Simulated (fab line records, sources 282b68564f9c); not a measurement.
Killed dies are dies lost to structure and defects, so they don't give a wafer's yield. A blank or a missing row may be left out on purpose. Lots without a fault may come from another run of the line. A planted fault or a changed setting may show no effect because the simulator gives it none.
fab line records | flow rit_cmos
record lots=6 wafers=18 last_day=7
route steps=202 shown PWELL@49 WELLDRIVE@50 NWELL@51 NRETRO@53 PRETRO@64 M1@202
lots that met no fault: from a run of the same line without faults
start_h: hours from the record's first day to the start of the lot's first wafer shown | wait_h: hours since the lot's step before | " the same as in the row above | L1.1+2: a row that stands for several wafers | - no value, or no start given | * or withheld: withheld | < > ~ a bound
route shown NAME@n: a module of which the file shows steps, and the number in the route of the first | usual: mean/standard deviation of fault-free wafers | same: alike in all rows | chamber/n: place in a boat | sites: the reading at each site | _std_site: their standard deviation | _edge_site: outer sites' mean less inner sites' | radius_mm: how far each site lies from the wafer's centre | mask NAME#n: copy n | behind: the tool/chamber that last shaped the wafer | hold: why the lot was held/for how many hours/how that ended | device: the transistor (n, p or np) that didn't switch | end of line: the same wafers' tests at the end of the route | a step without rows: its recipe alone | killed: dies lost to structure and defects at the first sort, not the wafer's yield | map: a wafer's dies, x killed, . not, _ none there
set.NAME: the setting as run; set.NAME@STEP: as run at that earlier step | model.NAME: the simulator's own value behind a step, which no gauge read
lots at some steps of the route; a table a step, a row a wafer
services: from which hour (start_h, from the record's first day; less than 0 if before it) a tool's chamber was out of use, for how many hours, and why
## steps
# step RIT_PWELL_TW_MEAS_10
# usual PWELL_TW=957/15
# columns lot.wafer tool chamber start_h wait_h PWELL_TW
L326.3 film_metro-03 - 62.61 0.1 952
L326.4 " - " " 958
L326.6 " - " " 944
L327.2 film_metro-02 - 68.33 0.1 974
L327.3 " - " " 974
L327.5 " - " " 975
L330.2 film_metro-02 - 83.67 0.1 977
L330.3 " - " " 978
L330.6 " - " " 975
L339.2 film_metro-02 - 128.79 0.1 976
L339.3 " - " " 978
L339.4 " - " " 973
L340.1 film_metro-01 - 132.73 0.1 942
L340.3 " - " " 938
L340.4 " - " " 935
L341.4 film_metro-03 - 137.68 0.1 953
L341.5 " - " " 956
L341.6 " - " " 955
# step RIT_WELLDRIVE_ANNEAL_00
# recipe temp_c=1100 time_s=14700 ambient=N2
# step RIT_WELLDRIVE_RS_MEAS_01
# recipe thk_meas_gauge=four-point-probe
# usual NWELL_RS=275.9/0.67
# columns lot.wafer tool chamber start_h wait_h NWELL_RS[ohm/sq]
L326.3 film_metro-01 - 67.78 0.0 276.3
L326.4 " - " " 275.2
L326.6 " - " " 275.2
L327.2 film_metro-01 - 73.70 0.0 276.2
L327.3 " - " " 276.3
L327.5 " - " " 276.5
L330.2 film_metro-03 - 88.82 0.0 276.2
L330.3 " - " " 275.5
L330.6 " - " " 275.3
L339.2 film_metro-01 - 133.95 0.0 276.2
L339.3 " - " " 274.9
L339.4 " - " " 275.8
L340.1 film_metro-01 - 138.84 0.0 276.6
L340.3 " - " " 276.7
L340.4 " - " " 276.9
L341.4 film_metro-03 - 143.28 0.1 275.1
L341.5 " - " " 275.2
L341.6 " - " " 275.5
# step RIT_WELLDRIVE_RS_MEAS_02
# recipe thk_meas_gauge=four-point-probe
# usual PWELL_RS=430.1/1.3
# columns lot.wafer tool chamber start_h wait_h PWELL_RS[ohm/sq]
L326.3 film_metro-01 - 67.90 0.1 429.4
L326.4 " - " " 430.2
L326.6 " - " " 430.7
L327.2 film_metro-01 - 73.82 0.1 432.2
L327.3 " - " " 430.8
L327.5 " - " " 430.8
L330.2 film_metro-03 - 88.94 0.1 431.3
L330.3 " - " " 431.1
L330.6 " - " " 430.2
L339.2 film_metro-01 - 134.07 0.1 430.5
L339.3 " - " " 429.3
L339.4 " - " " 429.3
L340.1 film_metro-01 - 138.96 0.1 431.7
L340.3 " - " " 430.4
L340.4 " - " " 430.9
L341.4 film_metro-03 - 143.40 0.1 427.2
L341.5 " - " " 429.1
L341.6 " - " " 428.4
# step RIT_NRETRO_HMDS_00
# recipe prime_time_s=60 prime_temp_c=140
# step RIT_NRETRO_COAT_01
# recipe resist=NOVOLAK spin_rpm=2000 resist_thk_nm=1300
# step RIT_NRETRO_SOFTBAKE_02
# recipe resist=NOVOLAK temp_c=90 time_s=60
# step RIT_NRETRO_EXPOSE_03
# recipe mask_id=M4 na=0.57 target_cd_nm=43900 dose_mj=250
# step RIT_NRETRO_PEB_04
# recipe resist=NOVOLAK temp_c=withheld time_s=withheld
# step RIT_NRETRO_DEVELOP_05
# recipe resist=NOVOLAK develop_time_s=68 dev_temp_c=23
# step RIT_NRETRO_OVL_MEAS_06
# usual NRETRO_OVL=0.5/1.4
# columns lot.wafer tool chamber start_h wait_h NRETRO_OVL[nm]
L326.3 overlay-02 - 68.87 - -0.2
L326.4 " - " " -0.6
L326.6 " - " " -0.3
L327.2 overlay-02 - 74.80 - 2.6
L327.3 " - " " 2.2
L327.5 " - " " 2.0
L330.2 overlay-02 - 90.05 - 1.6
L330.3 " - " " 2.9
L330.6 " - " " 1.9
L339.2 overlay-01 - 135.18 - -2.3
L339.3 " - " " 1.8
L339.4 " - " " 0.7
L340.1 overlay-01 - 139.96 - 1.5
L340.3 " - " " 3.0
L340.4 " - " " 1.2
L341.4 overlay-01 - 144.42 - -1.1
L341.5 " - " " 0.9
L341.6 " - " " 0.5
# step RIT_NRETRO_HARDBAKE_07
# recipe resist=NOVOLAK temp_c=140 time_s=120
# step RIT_NRETRO_IMPLANT_08
# recipe species=P energy_kev=70 dose_cm2=1e+13 tilt_deg=7
# usual beam_on_s=10.00/0.21 dose_ions_cm2=9.997e+12/1.1e+10 faraday_current_uA=31.7/0.66 tilt_deg=7.002/0.02
# columns lot.wafer tool chamber start_h wait_h beam_on_s dose_ions_cm2 faraday_current_uA tilt_deg
L326.3 implanter-01 0 69.19 0.2 10.32 5.475e+12 17.0 6.984
L326.4 " 0 " " 10.03 5.489e+12 17.3 6.987
L326.6 " 0 " " 10.34 5.48e+12 17.0 6.964
L327.2 implanter-01 0 75.11 0.2 9.77 5.483e+12 17.9 7.001
L327.3 " 0 " " 10.01 5.504e+12 17.4 7.015
L327.5 " 0 " " 10.13 5.505e+12 17.3 6.988
L330.2 implanter-03 0 90.36 0.2 10.22 9.985e+12 31.1 7.021
L330.3 " 0 " " 9.82 1.0005e+13 32.4 7.006
L330.6 " 0 " " 10.09 9.985e+12 31.5 7.022
L339.2 implanter-01 0 135.48 0.2 10.37 1.0025e+13 30.7 7.010
L339.3 " 0 " " 10.15 1.001e+13 31.2 6.997
L339.4 " 0 " " 9.83 1.0007e+13 32.4 6.985
L340.1 implanter-01 0 140.24 0.2 10.04 9.99e+12 31.5 6.977
L340.3 " 0 " " 9.81 9.983e+12 32.3 6.997
L340.4 " 0 " " 9.75 9.998e+12 32.5 7.016
L341.4 implanter-03 0 144.76 0.2 9.71 1.0008e+13 32.6 6.981
L341.5 " 0 " " 9.95 1.0005e+13 31.9 7.007
L341.6 " 0 " " 9.74 1.0013e+13 32.5 7.004
# step RIT_NRETRO_STRIP_09
# recipe chemistry=O2 time_s=180 resist=NOVOLAK platen_temp_c=withheld power_w=500 pressure_mtorr=4000 o2_flow_sccm=4000
# usual drypump_motor_current_A=5.7/0.5
# columns lot.wafer tool chamber start_h wait_h drypump_motor_current_A rf_hours_counter_h
L326.3 plasma_asher-02 1 69.35 0.1 4.7 -
L326.4 " 0 " " 5.7 -
L326.6 " 0 " " 5.7 -
L327.2 plasma_asher-03 0 75.23 0.1 5.8 45
L327.3 " 1 " " 6.0 -
L327.5 " 0 " " 5.8 -
L330.2 plasma_asher-02 1 90.48 0.1 4.7 31
L330.3 " 0 " " 5.7 -
L330.6 " 0 " " 5.7 -
L339.2 plasma_asher-03 1 135.61 0.1 6.0 51
L339.3 " 1 " " 6.0 -
L339.4 " 0 " " 5.9 -
L340.1 plasma_asher-03 0 140.39 0.1 5.9 51
L340.3 " 1 " " 6.1 -
L340.4 " 0 " " 5.9 -
L341.4 plasma_asher-02 0 144.90 0.1 5.7 -
L341.5 " 0 " " 5.7 -
L341.6 " 1 " " 4.7 -
# step RIT_NRETRO_TW_MEAS_10
# usual NRETRO_TW=1062/11
# columns lot.wafer tool chamber start_h wait_h NRETRO_TW
L326.3 film_metro-04 - 69.49 0.1 870
L326.4 " - " " 873
L326.6 " - " " 871
L327.2 film_metro-03 - 75.42 0.1 870
L327.3 " - " " 875
L327.5 " - " " 876
L330.2 film_metro-02 - 90.67 0.1 1081
L330.3 " - " " 1082
L330.6 " - " " 1077
L339.2 film_metro-02 - 135.79 0.1 1078
L339.3 " - " " 1083
L339.4 " - " " 1086
L340.1 film_metro-04 - 140.57 0.1 1056
L340.3 " - " " 1062
L340.4 " - " " 1056
L341.4 film_metro-04 - 145.04 0.1 1050
L341.5 " - " " 1056
L341.6 " - " " 1050
# step RIT_PRETRO_HMDS_00
# recipe prime_time_s=60 prime_temp_c=140
# step RIT_M1_PROBE_99
# usual killed_at_contacts=0.1/0.24 killed_at_front_end=7/3.1 killed_dies=7/3.1 killed_open=3.6/2.1 killed_short=3.2/2
# same gross_dies=264 killed_at_M0_to_M3=0 killed_at_M4_up=0 killed_at_back_side=0 killed_at_other=0
# columns lot.wafer tool chamber start_h wait_h killed_at_contacts killed_at_front_end killed_dies killed_open killed_short model.etest.pmos_0p3.r_on_ohm_um model.etest.pmos_turned.r_on_ohm_um model.etest.pmos_0p15.r_on_ohm_um model.etest.pmos_0p15.drive_ua_um model.etest.pmos_turned.drive_ua_um model.etest.pmos_narrow.drive_ua_um model.etest.pmos_0p3.drive_ua_um model.etest.well_edge_right.line_ohm_um
L326.3 prober-02 - 98.20 0.2 0 2 2 1 1 5937 3281 2718 273.1 211.9 117.2 114.2 189.5
L326.4 prober-02 - 98.25 0.2 0 0 0 0 0 5962 3367 2792 265.1 207.2 116 112.6 188.8
L326.6 prober-02 - 98.35 0.2 0 3 3 1 2 5979 3365 2820 262.2 207.1 119.3 112.7 191.6
L327.2 prober-01 - 110.17 0.1 0 2 2 0 2 5974 3261 2690 276.6 213.6 119.3 114.7 188.2
L327.3 prober-01 - 110.22 0.2 0 4 4 3 1 5990 3297 2718 274.4 210.9 116.8 112.2 193.5
L327.5 prober-01 - 110.32 0.2 0 1 1 0 1 5981 3180 2633 282.3 219.2 117.5 113.2 191.3
L330.2 prober-02 - 117.96 0.1 0 2 2 2 0 6149 3326 2713 267.6 201.8 107.2 105.6 182.8
L330.3 prober-02 - 118.01 0.2 0 6 6 4 2 6130 3407 2739 262.5 194.8 107.4 104.3 184.8
L330.6 prober-02 - 118.16 0.2 0 8 8 4 4 6124 3358 2740 262.5 199.6 106.8 104.2 183
L339.2 prober-01 - 162.83 0.1 0 5 5 1 4 6411 3500 2883 243.6 187.6 97.76 97.52 182.7
L339.3 prober-01 - 162.88 0.2 0 7 7 5 2 6396 3492 2862 245.5 186.6 97.74 97.73 184.5
L339.4 prober-01 - 162.93 0.2 0 6 6 1 5 6390 3502 2880 243.1 185.7 99.43 97.59 184.7
L340.1 prober-02 - 167.09 0.1 0 14 14 8 6 6375 3418 2748 257.2 188.1 100.1 99.12 180.3
L340.3 prober-02 - 167.19 0.2 0 11 11 4 7 6204 3313 2630 266.8 195.9 103.4 101.3 182.9
L340.4 prober-02 - 167.24 0.2 1 2 3 3 0 6370 3388 2711 259.8 189.9 100.4 98.69 182.8
L341.4 prober-01 - 173.01 0.2 0 10 10 6 4 6481 3774 2974 237.2 167.5 99.33 98.35 181.8
L341.5 prober-01 - 173.06 0.2 0 10 10 8 2 6647 3890 3052 228.3 158.9 94.72 94.49 182.4
L341.6 prober-01 - 173.11 0.2 0 5 5 4 1 6597 3800 3020 235.8 164.5 97.7 95.58 181.6
# killed by level:class
L326.3 GATE:geometric_particle:short=1 SILICIDE:geometric_particle:open=1
L326.4
L326.6 GATE:geometric_particle:short=1 REOX:geometric_particle:short=1 SPACER:geometric_particle:open=1
L327.2 REOX:geometric_particle:short=1 SPACER:geometric_particle:short=1
L327.3 FOX1:geometric_particle:open=1 GATE:geometric_particle:short=1 REOX:geometric_particle:open=1 SPACER:geometric_particle:open=1
L327.5 REOX:geometric_particle:short=1
L330.2 GATE:geometric_particle:open=2
L330.3 GATE:geometric_particle:open=2 SILICIDE:geometric_particle:open=2 FOX1:geometric_particle:short=1 REOX:geometric_particle:short=1
L330.6 GATE:geometric_particle:open=3 SILICIDE:geometric_particle:short=2 FOX1:geometric_particle:open=1 FOX1:geometric_particle:short=1 REOX:geometric_particle:short=1
L339.2 FOX2:geometric_particle:short=1 GATE:geometric_particle:short=1 REOX:geometric_particle:short=1 SPACER:geometric_particle:short=1 SPACER:geometric_particle:open=1
L339.3 GATE:geometric_particle:open=4 FOX1:geometric_particle:open=1 GATE:geometric_particle:short=1 SPACER:geometric_particle:short=1
L339.4 SPACER:geometric_particle:short=2 FOX1:geometric_particle:short=1 FOX2:geometric_particle:short=1 GATE:geometric_particle:short=1 SILICIDE:geometric_particle:open=1
L340.1 FOX1:geometric_particle:open=2 GATE:geometric_particle:short=2 REOX:geometric_particle:open=2 REOX:geometric_particle:short=2 SILICIDE:geometric_particle:open=2 FOX1:geometric_particle:short=1 FOX2:geometric_particle:open=1 GATE:geometric_particle:open=1
L340.3 GATE:geometric_particle:short=2 REOX:geometric_particle:short=2 SPACER:geometric_particle:open=2 FOX1:geometric_particle:short=1 FOX2:geometric_particle:short=1 GATE:geometric_particle:open=1 SPACER:geometric_particle:short=1 SILICIDE:geometric_particle:open=1
L340.4 GATE:geometric_particle:open=1 SILICIDE:geometric_particle:open=1 CONTACT:geometric_particle:open=1
L341.4 GATE:geometric_particle:short=3 GATE:geometric_particle:open=3 REOX:geometric_particle:open=3 REOX:geometric_particle:short=1
L341.5 GATE:geometric_particle:open=3 SILICIDE:geometric_particle:open=2 FOX1:geometric_particle:open=1 FOX2:geometric_particle:short=1 REOX:geometric_particle:open=1 REOX:geometric_particle:short=1 SPACER:geometric_particle:open=1
L341.6 GATE:geometric_particle:open=2 REOX:geometric_particle:open=1 SPACER:geometric_particle:open=1 SILICIDE:geometric_particle:short=1
## services
# columns tool chamber start_h hours kind
plasma_asher-03 - 45.88 4.0 pm
implanter-01 - 84.30 6.2 repair
plasma_asher-03 - 108.71 1.9 repair
plasma_asher-03 - 130.36 2.8 pm
implanter-03 - 130.60 10.6 repair
implanter-03 - 141.21 2.9 pm
implanter-01 - 143.32 5.2 pm
## key
first_sign step=RIT_NRETRO_IMPLANT_08 reading=dose_ions_cm2 direction=down sigmas=99+ usual=9.997e+12 struck=5.489e+12
effect step=RIT_NRETRO_IMPLANT_08 reading=faraday_current_uA direction=down sigmas=22 usual=31.7 struck=17.3
effect step=RIT_NRETRO_TW_MEAS_10 reading=NRETRO_TW direction=down sigmas=17 usual=1062 struck=873
model_effect step=RIT_M1_PROBE_99 value=etest.pmos_0p3.r_on_ohm_um without=6513 struck=5971
met_at RIT_NRETRO_IMPLANT_08
struck_wafers L326.3,L326.4,L326.6,L327.2,L327.3,L327.5
tester_left_out L326,L327
fault kind=process_parameter_drift tool=implanter-01 chamber=- onset_h=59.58 steps=RIT_NRETRO_IMPLANT_08 channel=dose_cm2 offset=-4.5e+12 shape=step end_h=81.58 acts_in=these_recipes_only stated=1e+13
# tester_left_out: of these lots the tester's yield and bins aren't shown, on N5 and GAA mostly nor the transistor test; their killed dies are dies lost to structure and defects alone, not to doping, threshold or leakage, so they don't give the yield
